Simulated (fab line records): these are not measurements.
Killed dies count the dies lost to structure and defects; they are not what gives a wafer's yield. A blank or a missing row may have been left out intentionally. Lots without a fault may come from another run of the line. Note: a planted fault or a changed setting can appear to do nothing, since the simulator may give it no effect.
fab line records -- flow ritCmos
[record] lots = 13, wafers = 39, lastDay = 7
route steps=202 shown ACTIVE@9
lots that met no fault: from a run of the same line without faults
startH: start of the lot's first displayed wafer, in hours after the record's first day -- waitH: hours since the lot's step before -- " unchanged from the row above -- L1.1+2: several wafers, shown together as one row -- - no value, or no start given -- * or withheld: withheld -- < > ~ a bound
route shown NAME@n: NAME is a module with steps in the file, n the number in the route of the first one -- usual: the fault-free wafers' mean and standard deviation -- same: alike in all rows -- chamber/n: place in a boat -- sites: per-site readings -- _std_site: their standard deviation -- _edge_site: mean of outer sites minus mean of inner sites -- radiusMm: for every site, how far away it sits from the centre of the wafer -- mask NAME#n: copy n -- behind: tool/chamber where the wafer was last shaped -- hold: cause of the lot's hold/its duration in hours/its outcome -- device: whichever transistor did not switch (one of n, p or np) -- end of line: the same wafers' tests at the end of the route -- a step without rows: its recipe alone -- killed: dies lost to structure and defects at the first sort, not the wafer's yield -- map: a wafer's dies, x killed, . not, _ none there
set.NAME: the setting the step ran with; set.NAME@STEP: the setting that earlier step ran with -- model.NAME: the simulator's own value behind a step, which no gauge read
the route's steps for a sample of lots (tables are steps, rows are wafers)
services: when a tool's chamber went out of use (startH, in hours from the record's first day, below 0 if earlier), for how many hours, and the reason
[[steps]]
[step RIT_ACTIVE_EXPOSE_08]
[recipe] maskId = M1, na = 0.6, sourceShape = conventional, sigmaOuter = 0.6, targetCdNm = 1400, doseMj = 225
lot.wafer,tool,chamber,startH,waitH,mask
L446.2+4+5,ilineStepper-01,0,14.07,0.1,M1#0
L447.3+5+6,ilineStepper-01,0,19.08,0.1,M1#0
L448.1+4+5,ilineStepper-02,0,24.87,0.2,M1#0
L449.1+3+6,ilineStepper-02,0,29.06,0.1,M1#0
L450.2+5+6,ilineStepper-01,0,34.18,0.2,M1#0
L451.3+4+6,ilineStepper-01,0,39.08,0.1,M1#0
L452.1+4+6,ilineStepper-01,0,44.04,0.1,M1#0
L453.3+4+5,ilineStepper-02,0,49.26,0.3,M1#0
L459.2+4+6,ilineStepper-02,0,79.06,0.1,M1#0
L461.1+2+5,ilineStepper-02,0,90.14,0.2,M1_R1#0
L462.2+4+6,ilineStepper-01,0,94.18,0.2,M1#0
L464.1+3+4,ilineStepper-01,0,104.04,0.1,M1#0
L469.2+3+4,ilineStepper-02,0,129.63,0.1,M1#0
[step RIT_ACTIVE_CD_MEAS_11]
[recipe] targetCdNm = 1400
[usual] cdNm = 1400.4/1.9
lot.wafer,tool,chamber,startH,waitH,cdNm
L446.2,cdSem-01,-,14.47,-,1397.2
L446.4,cdSem-01,-,14.47,-,1399.0
L446.5,cdSem-01,-,14.47,-,1398.3
L447.3,cdSem-01,-,19.48,-,1402.4
L447.5,cdSem-01,-,19.48,-,1398.9
L447.6,cdSem-01,-,19.48,-,1401.9
L448.1,cdSem-01,-,25.27,-,1401.7
L448.4,cdSem-01,-,25.27,-,1401.9
L448.5,cdSem-01,-,25.27,-,1400.2
L449.1,cdSem-01,-,29.46,-,1401.4
L449.3,cdSem-01,-,29.46,-,1403.5
L449.6,cdSem-01,-,29.46,-,1401.6
L450.2,cdSem-02,-,34.58,-,1397.6
L450.5,cdSem-02,-,34.58,-,1398.7
L450.6,cdSem-02,-,34.58,-,1397.4
L451.3,cdSem-01,-,39.48,-,1400.9
L451.4,cdSem-01,-,39.48,-,1401.0
L451.6,cdSem-01,-,39.48,-,1401.3
L452.1,cdSem-02,-,44.44,-,1401.6
L452.4,cdSem-02,-,44.44,-,1400.6
L452.6,cdSem-02,-,44.44,-,1400.1
L453.3,cdSem-02,-,49.66,-,1401.3
L453.4,cdSem-02,-,49.66,-,1400.9
L453.5,cdSem-02,-,49.66,-,1402.9
L459.2,cdSem-01,-,79.46,-,1398.9
L459.4,cdSem-01,-,79.46,-,1397.7
L459.6,cdSem-01,-,79.46,-,1398.0
L461.1,cdSem-01,-,90.54,-,1551.3
L461.2,cdSem-01,-,90.54,-,1551.0
L461.5,cdSem-01,-,90.54,-,1550.3
L462.2,cdSem-02,-,94.58,-,1398.2
L462.4,cdSem-02,-,94.58,-,1397.1
L462.6,cdSem-02,-,94.58,-,1398.2
L464.1,cdSem-02,-,104.44,-,1400.9
L464.3,cdSem-02,-,104.44,-,1398.1
L464.4,cdSem-02,-,104.44,-,1398.6
L469.2,cdSem-02,-,130.03,-,1401.8
L469.3,cdSem-02,-,130.03,-,1399.5
L469.4,cdSem-02,-,130.03,-,1399.2
[[services]]
tool,chamber,startH,hours,kind
ilineStepper-01,-,-1.93,8.9,pm
ilineStepper-02,-,7.00,1.7,pm
ilineStepper-02,-,96.81,14.0,repair
ilineStepper-01,-,110.81,1.7,pm
[[key]]
[firstSign] step = RIT_ACTIVE_EXPOSE_08, reading = mask, direction = changed
[effect] step = RIT_ACTIVE_CD_MEAS_11, reading = cdNm, direction = up, sigmas = 80, usual = 1400.4, struck = 1550.8
metAt RIT_ACTIVE_EXPOSE_08
struckLots L461
sortLeftOut L461.1,L461.2,L461.5
testerLeftOut L461
onsetBetween 79.06 90.14
[fault] kind = wrongMask, tool = any, chamber = -, onsetH = 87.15, steps = RIT_ACTIVE_EXPOSE_08, auxCopy = M1_R1#0, cdOffsetNm = 150, scope = struckLotsOnly
// testerLeftOut: of these lots the tester's yield and bins aren't shown, on N5 and GAA mostly nor the transistor test; their killed dies are dies lost to structure and defects alone, not to doping, threshold or leakage, so they don't give the yield
// sortLeftOut: the simulated sort isn't trusted on such a fault, so these wafers' sort isn't shown, and their yield isn't known
